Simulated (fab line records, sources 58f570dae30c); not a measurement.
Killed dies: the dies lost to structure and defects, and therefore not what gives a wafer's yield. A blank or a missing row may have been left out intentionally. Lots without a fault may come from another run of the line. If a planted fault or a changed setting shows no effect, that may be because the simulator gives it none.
Split-lot study | flow berkeley-cmos170 | 23 wafers read across 5 lots, on a route 331 steps long

SPLIT DETAILS
At UCB170_NLDD_IMPLANT_08, the setting energy-kev was moved away from the recipe's 30 on 10 of the 23 wafers read, by -3.9% to +4.1%. The other wafers ran this setting at the recipe's value.

FROM THE SPLIT TO THE READING: what the file shows between them, 4 steps
- UCB170_NSD_PEB_04 (also split here: peb-temp-c)
- UCB170_NSD_DEVELOP_05: develop time 45 s (also split here: develop-time-s)
- UCB170_NSD_CD_MEAS_06: target cd 1200 nm
- UCB170_NSD_IMPLANT_08

THE READING
NLDD_RS in ohm/sq, measured at UCB170_SDANNEAL_RS_MEAS_05 by four-point-probe. Typical for fault-free wafers on this fab line: 618.0 ohm/sq, with standard deviation 1.4 ohm/sq.

wafer  | tool, chamber at the split | energy-kev as run | against the recipe | NLDD_RS, ohm/sq | against lot-mates on the recipe
L076.1 | implanter-04, 0            | 30                | recipe             | 618.3           | -
L076.2 | implanter-04, 0            | 30                | recipe             | 616.4           | -
L076.3 | implanter-04, 0            | 30                | recipe             | 617.8           | -
L077.2 | implanter-02, 0            | 30                | recipe             | 618.7           | -
L077.3 | implanter-02, 0            | 30                | recipe             | 617.2           | -
L077.4 | implanter-02, 0            | 30                | recipe             | 617.4           | -
L077.5 | implanter-02, 0            | 30.75             | +2.5%              | 616.7           | -1.1
L077.6 | implanter-02, 0            | 30.75             | +2.5%              | 616.1           | -1.7
L083.1 | implanter-02, 0            | 30                | recipe             | 619.2           | -
L083.2 | implanter-02, 0            | 30                | recipe             | 617.0           | -
L083.4 | implanter-02, 0            | 31.23             | +4.1%              | 614.5           | -3.3
L083.5 | implanter-02, 0            | 31.23             | +4.1%              | 613.8           | -4.0
L083.6 | implanter-02, 0            | 30                | recipe             | 617.1           | -
L080.1 | implanter-01, 0            | 28.84             | -3.9%              | 620.8           | +1.4
L080.2 | implanter-01, 0            | 30                | recipe             | 619.2           | -
L080.3 | implanter-01, 0            | 30                | recipe             | 619.6           | -
L080.4 | implanter-01, 0            | 28.84             | -3.9%              | 622.8           | +3.4
L080.6 | implanter-01, 0            | 28.84             | -3.9%              | 622.5           | +3.1
L084.1 | implanter-04, 0            | 28.82             | -3.9%              | 619.5           | +5.0
L084.2 | implanter-04, 0            | 30                | recipe             | 614.4           | -
L084.4 | implanter-04, 0            | 28.82             | -3.9%              | 618.3           | +3.8
L084.5 | implanter-04, 0            | 30                | recipe             | 614.6           | -
L084.6 | implanter-04, 0            | 28.82             | -3.9%              | 617.7           | +3.2

FIT RESULTS
A straight line over all 23 wafers: NLDD_RS changes by -0.709 ohm/sq for each +1% of energy-kev; r = -0.73; the points scatter about the line by 1.6 ohm/sq.
The same after taking each lot's own level away (the mean of its wafers on the recipe; 23 wafers): -0.827 ohm/sq for each +1%; r = -0.93; scatter 0.83 ohm/sq.
Per that fit: largest energy-kev move, reading shift of 3.4 ohm/sq.
The lots' own levels span 614.50 to 619.40 ohm/sq, that is 3.5 times the standard deviation above.
So the lot-to-lot level blurs the effect unless lot-mates are compared.
Check: -3.34 ohm/sq against its lot-mates is what the line predicts for one of the wafers moved furthest among these (+4.1%) when that wafer is left out of the fit. It came out at -3.27 ohm/sq against them.

THE OTHER SPLITS THESE WAFERS WENT THROUGH
Note: prior to the reading, these wafers also went through further splits. Each is held against what the fit with the lots' levels taken away leaves over:
other split on the same wafers       | wafers away from the commonest value | r with NLDD_RS (lot level and that fit taken away)
UCB170_ZERO_STRIP_07 o2-flow-sccm    | 6                                    | +0.36
UCB170_PWELL_CVD_05 temp-c           | 10                                   | +0.16
UCB170_PWELL_ETCH_14 rf-w            | 4                                    | -0.26
UCB170_PFIELD_IMPLANT_07 energy-kev  | 7                                    | -0.23
UCB170_NVT_COAT_01 spin-rpm          | 8                                    | +0.31
UCB170_GATE_CVD_04 sih4-flow-sccm    | 15                                   | +0.30
UCB170_GATE_ETCH_14 source-w         | 11                                   | +0.26
UCB170_NSD_PEB_04 peb-temp-c         | 8                                    | +0.45
UCB170_NSD_DEVELOP_05 develop-time-s | 5                                    | -0.07

THE WHOLE CHAIN: every reading that the file lists as answering this split, in the file's order
step                       | what it does                 | reading                                                         | change (the file's fit)                | r (the file's)
UCB170_NLDD_IMPLANT_08     |                              | implant.drp-nm (the simulator's own value, which no gauge read) | +0.0702 nm for each +1% of the setting | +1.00
UCB170_SDANNEAL_RS_MEAS_05 | measures by four-point-probe | NLDD_RS                                                         | -0.824 for each +1% of the setting     | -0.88

FILE'S OWN FIT
NLDD_RS changes by -0.824 ohm/sq for each +1% of energy-kev, r = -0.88.
